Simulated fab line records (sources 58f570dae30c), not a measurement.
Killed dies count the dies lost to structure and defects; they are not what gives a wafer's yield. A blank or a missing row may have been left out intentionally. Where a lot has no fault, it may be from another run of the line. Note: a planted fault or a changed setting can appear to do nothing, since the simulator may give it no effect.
Which tool did it? :: flow berkeleyCmos170 :: 21 wafers from 7 lots sampled at 3 of the route's 331 steps

## WHAT THE GAUGES READ, wafer by wafer
UCB170_V1_THK_MEAS_01.
lot: L933
measured: day 8 06:03
on: filmMetro-02
V1_TEOS_THK (nm): 1993 1998 2041

lot: L934
measured: day 8 14:56
on: filmMetro-04
V1_TEOS_THK (nm): 1980 2012 2006

lot: L937
measured: day 9 08:41
on: filmMetro-04
V1_TEOS_THK (nm): 1983 1939 1989

lot: L945
measured: day 10 15:40
on: filmMetro-03
V1_TEOS_THK (nm): 1988 1993 2022

lot: L946
measured: day 10 18:20
on: filmMetro-02
V1_TEOS_THK (nm): 1971 1999 2032

lot: L944
measured: day 10 19:40
on: filmMetro-03
V1_TEOS_THK (nm): 2075 2105 2108

lot: L950
measured: day 11 16:34
on: filmMetro-03
V1_TEOS_THK (nm): 2076 2097 2087

## WHICH TOOL RAN EACH LOT (tool, then ch and the chambers of the sampled wafers, then the start)
lot: L933
UCB170_SILICIDE_RTA_04: rtpAnneal-01 ch 0, day 7 19:29
UCB170_V1_CVD_00: pecvd-03 ch 1,2, day 8 05:53

lot: L934
UCB170_SILICIDE_RTA_04: rtpAnneal-01 ch 0, day 7 20:22
UCB170_V1_CVD_00: pecvd-03 ch 1,2, day 8 14:47

lot: L937
UCB170_SILICIDE_RTA_04: rtpAnneal-02 ch 0, day 9 00:35
UCB170_V1_CVD_00: pecvd-01 ch 0,1,2, day 9 08:32

lot: L945
UCB170_SILICIDE_RTA_04: rtpAnneal-02 ch 0, day 10 07:31
UCB170_V1_CVD_00: pecvd-01 ch 1,2, day 10 15:31

lot: L946
UCB170_SILICIDE_RTA_04: rtpAnneal-01 ch 0, day 10 08:17
UCB170_V1_CVD_00: pecvd-03 ch 0,2, day 10 18:10

lot: L944
UCB170_SILICIDE_RTA_04: rtpAnneal-02 ch 0, day 10 08:43
UCB170_V1_CVD_00: pecvd-01 ch 1,2, day 10 19:31

lot: L950
UCB170_SILICIDE_RTA_04: rtpAnneal-01 ch 0, day 11 07:59
UCB170_V1_CVD_00: pecvd-01 ch 0,1, day 11 16:25
- UCB170_SILICIDE_RTA_04: time 15 s.
- UCB170_V1_CVD_00: deposits SiO2 from TEOS/O2, target thk 2000 nm, time 250 s.

## THE ANSWER, worked out from the rows above alone
Rule: the usual values come from the lots themselves. Put in order of their means at a reading, lots are off if they are a third of the lots or fewer, leave a main group of 4 or more, and stand apart from it by a gap of 3 or more times the standard deviation of the main group's means; of several such gaps the widest counts. A main group is skipped when, at the precision printed for the reading in the tables above, its means are all equal. A lot without any number at a reading at which 4 lots or more have one is off too. Any other lot the step has rows for is counted as sound.
Off: L944, L950, at UCB170_V1_THK_MEAS_01 (V1_TEOS_THK). Main group: mean 1996 nm, sd 14.
A tool fits if, at a process step before that reading, it ran every lot that is off, and no sound lot after the first of them. The gauges at UCB170_V1_THK_MEAS_01 are tried like those tools. Undecided on this evidence; 2 tools fit (pecvd-01 at UCB170_V1_CVD_00, filmMetro-03 at UCB170_V1_THK_MEAS_01).

## WHAT THE SIMULATOR HAD INSERTED
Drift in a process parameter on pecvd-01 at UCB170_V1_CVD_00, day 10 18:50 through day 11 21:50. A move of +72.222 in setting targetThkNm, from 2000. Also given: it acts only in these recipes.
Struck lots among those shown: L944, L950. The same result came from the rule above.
